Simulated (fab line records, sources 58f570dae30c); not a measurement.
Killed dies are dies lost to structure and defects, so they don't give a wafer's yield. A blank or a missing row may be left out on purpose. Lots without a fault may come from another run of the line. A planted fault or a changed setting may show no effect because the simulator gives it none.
One fault seen from 2 desks | flow berkeley_cmos170 | each desk has only its own numbers; what lay behind them comes last

THE TOOL OWNER'S DESK: rie_metal-01
The tool's own readings at UCB170_M3_METAL_ETCH_18 (etches Al in Cl2/BCl3, stops on SiO2, target depth 1170 nm, time 195 s): means of the sampled wafers that have a number, for each lot that ran on this tool. A lot is out of limits, marked OUT, if its mean lies more than 4 standard deviations from the usual mean; the brackets give that distance.
Columns: A = chamber_pressure_mTorr at UCB170_M3_METAL_ETCH_18, usual 11.999 mTorr; B = drypump_motor_current_A at UCB170_M3_METAL_ETCH_18, usual 5.6 A; C = oes_product_au at UCB170_M3_METAL_ETCH_18, usual 0.855 a.u.; D = throttle_valve_pct at UCB170_M3_METAL_ETCH_18, usual 24.34 %
lot  | first seen here | A                       | B   | C     | D
L582 | day 9 21:35     | 12.002                  | 5.1 | 0.863 | 24.50
L584 | day 10 03:47    | 9.595 (-99 or more) OUT | 5.1 | 0.854 | 24.50
L587 | day 11 09:35    | 9.603 (-99 or more) OUT | 5.1 | 0.855 | 24.33
This desk's finding: out of limits on L584, L587; first on L584, day 10 03:47 (chamber_pressure_mTorr at UCB170_M3_METAL_ETCH_18). In limits: L582.

THE METROLOGY DESK
What the gauges read, lot by lot, whatever tool the lot ran on: means of the sampled wafers that have a number. A lot is out of limits, marked OUT, if its mean lies more than 4 standard deviations from the usual mean; the brackets give that distance.
Columns: A = cd_nm at UCB170_M3_CD_MEAS_15, usual 700.1 nm; B = M3_OVL at UCB170_M3_OVL_MEAS_16, usual 1 nm
lot  | first seen here | A     | B
L582 | day 9 21:21     | 699.7 | -2
L584 | day 10 03:35    | 699.8 | 1
L590 | day 11 02:24    | 701.0 | -5
L587 | day 11 09:24    | 700.0 | -5
L595 | day 12 03:23    | 700.0 | -3
L599 | day 13 04:08    | 700.0 | -1
This desk's finding: nothing out of limits on any of the 6 lots.

PUT TOGETHER
The tool owner's desk could have raised an alarm at day 10 03:47, on L584, L587.
The metrology desk saw nothing out of limits.
The metrology desk has L584, L587 on record, within its limits.
Of the lots named, all ran UCB170_M3_METAL_ETCH_18 on rie_metal-01.

WHAT THE SIMULATOR HAD PUT IN
Process parameter drift: rie_metal-01, from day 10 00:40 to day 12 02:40, at UCB170_M3_METAL_ETCH_18. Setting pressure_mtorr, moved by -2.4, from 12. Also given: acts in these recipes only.
Lots struck among those shown: L584, L587.
Hours from the fault's start to each desk's first reading out of limits: the tool owner's desk, 3.
